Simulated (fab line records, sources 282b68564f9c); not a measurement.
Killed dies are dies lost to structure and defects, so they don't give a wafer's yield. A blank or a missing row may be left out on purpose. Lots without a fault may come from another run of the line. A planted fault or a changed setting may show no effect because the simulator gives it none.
Which tool did it? | flow rit_cmos | 7 lots, 21 wafers sampled, at 2 steps of a route of 202

WHAT THE GAUGES READ, wafer by wafer
RIT_NLDD_TW_MEAS_10.
lot  | measured    | on            | NLDD_TW
L839 | day 3 05:41 | film_metro-02 | 2541 2535 2534
L841 | day 3 17:38 | film_metro-03 | 2487 2493 2469
L847 | day 4 19:11 | film_metro-03 | 2656 2642 2650
L850 | day 5 07:13 | film_metro-01 | 2502 2491 2491
L855 | day 6 08:05 | film_metro-02 | 2539 2535 2538
L859 | day 7 01:59 | film_metro-02 | 2538 2534 2543
L861 | day 7 12:29 | film_metro-01 | 2496 2507 2495

WHICH TOOL RAN EACH LOT (tool, then ch and the chambers of the sampled wafers, then the start)
lot  | RIT_NLDD_IMPLANT_08
L839 | implanter-03 ch 0, day 3 05:24
L841 | implanter-03 ch 0, day 3 17:20
L847 | implanter-02 ch 0, day 4 18:52
L850 | implanter-03 ch 0, day 5 06:54
L855 | implanter-04 ch 0, day 6 07:48
L859 | implanter-03 ch 0, day 7 01:39
L861 | implanter-04 ch 0, day 7 12:10
- RIT_NLDD_IMPLANT_08

THE ANSWER, worked out from the rows above alone
Rule: what is usual is taken from the lots themselves. Put in order of their means at a reading, lots are off if they are a third of the lots or fewer, leave a main group of 4 or more, and stand apart from it by a gap of 3 or more times the standard deviation of the main group's means; of several such gaps the widest counts. A main group whose means are all the same, to the digits that the tables above print for the reading, isn't used. A lot without any number at a reading at which 4 lots or more have one is off too. The other lots that the step has rows for count as sound.
Off: L847, at RIT_NLDD_TW_MEAS_10 (NLDD_TW). The main group: mean 2515, standard deviation 23.
A tool fits if, at a process step before that reading, it ran every lot that is off, and no sound lot after the first of them. The gauges at RIT_NLDD_TW_MEAS_10 are tried like those tools. Can't be told from this: 2 tools fit, implanter-02 at RIT_NLDD_IMPLANT_08, film_metro-03 at RIT_NLDD_TW_MEAS_10.

WHAT THE SIMULATOR HAD PUT IN
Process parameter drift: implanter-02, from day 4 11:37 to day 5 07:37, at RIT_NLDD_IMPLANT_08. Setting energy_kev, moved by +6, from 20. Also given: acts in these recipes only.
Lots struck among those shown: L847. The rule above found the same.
